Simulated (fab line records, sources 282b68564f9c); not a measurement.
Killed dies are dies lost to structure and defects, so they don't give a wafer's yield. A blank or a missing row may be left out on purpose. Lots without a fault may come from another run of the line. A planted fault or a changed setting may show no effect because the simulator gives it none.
A struck lot beside a sound one | flow rit_cmos | 14 steps out of a route of 202
Sound: wafers L987.1, L987.4, L987.5. Struck: wafers L984.1, L984.3, L984.5. The cause comes at the end.
At each step with rows: each side's tool, then ch and its chambers, then its first start. Under that, the readings that differ: sound wafers | struck wafers | difference of the means | sigmas: that difference in standard deviations of wafers without a fault.
alike: readings whose means differ by less than 2 such deviations, and words and numbers that are the same on both sides. not compared: withheld readings, readings that some wafer has no value for, bounds like >300 that may hide the same value, and numbers for which the record gives no deviation and whose values overlap.
The two part at a step that has a row with sigmas, a row that says differs or no value, or rows on one side only. Numbers that don't overlap but have no deviation are shown without sigmas and don't part them. A reading that every wafer of one side lacks parts them only if that side has two wafers or more.

RIT_SILICIDE_SPUTTER_01: material Ti, target thk 30 nm, time 240 s.
  sound on pvd_sputter-03, day 6 06:40; struck on pvd_sputter-03, day 5 18:22
  alike: throttle_valve_pct
RIT_SILICIDE_RS_MEAS_02: measures by four-point-probe.
  sound on film_metro-01, day 6 06:49; struck on film_metro-01, day 5 18:31
  alike: SILICIDE_TI_RS
RIT_SILICIDE_THK_MEAS_03: measures by xrf.
  sound on film_metro-01, day 6 06:56; struck on film_metro-01, day 5 18:38
  alike: SILICIDE_TI_THK
RIT_SILICIDE_RTA_04: time 10 s, ramp up 5 s, ramp down 5 s.
  sound on rtp_anneal-01 ch 0, day 6 06:59; struck on rtp_anneal-02 ch 0, day 5 18:41
  alike: wafer_temp_C_max
then, 1 step without rows for these wafers: RIT_SILICIDE_WET_ETCH_05 (etches Ti in SPM, time 120 s).
RIT_SILICIDE_RTA_06: time 10 s, ramp up 5 s, ramp down 10 s.
  sound on rtp_anneal-02 ch 0, day 6 07:06; struck on rtp_anneal-01 ch 0, day 5 18:48
  alike: wafer_temp_C_max
RIT_CONTACT_CVD_00: deposits SiO2 from TEOS, target thk 400 nm, time 61 s.
  sound on pecvd-02 ch 1,2, day 6 07:10; struck on pecvd-02 ch 0,1,2, day 5 18:52
  alike: heater_power_w, susceptor_temp_C
RIT_CONTACT_THK_MEAS_01:
  sound on film_metro-03, day 6 07:13; struck on film_metro-03, day 5 18:55
  alike: CONTACT_TEOS_THK
then, 4 steps without rows for these wafers: RIT_CONTACT_HMDS_02 (prime time 60 s); RIT_CONTACT_COAT_03 (resist thk 1000 nm); RIT_CONTACT_SOFTBAKE_04 (time 60 s); RIT_CONTACT_EXPOSE_05 (exposes mask M11, target cd 1000 nm).
RIT_CONTACT_PEB_06:
  sound on litho_track-03 ch 0, day 6 07:58; struck on litho_track-03, day 5 19:40
  reading         | sound          | struck | difference                    | sigmas
  exhaust_pa (Pa) | 42.9 45.2 44.9 | - - -  | no value on the struck wafers |
  not compared: chill_plate_temp_C
then, 1 step without rows for these wafers: RIT_CONTACT_DEVELOP_07 (develop time 120 s).

WHERE THEY PART
Only at RIT_CONTACT_PEB_06, within this record.

WHY: what the simulator had put in
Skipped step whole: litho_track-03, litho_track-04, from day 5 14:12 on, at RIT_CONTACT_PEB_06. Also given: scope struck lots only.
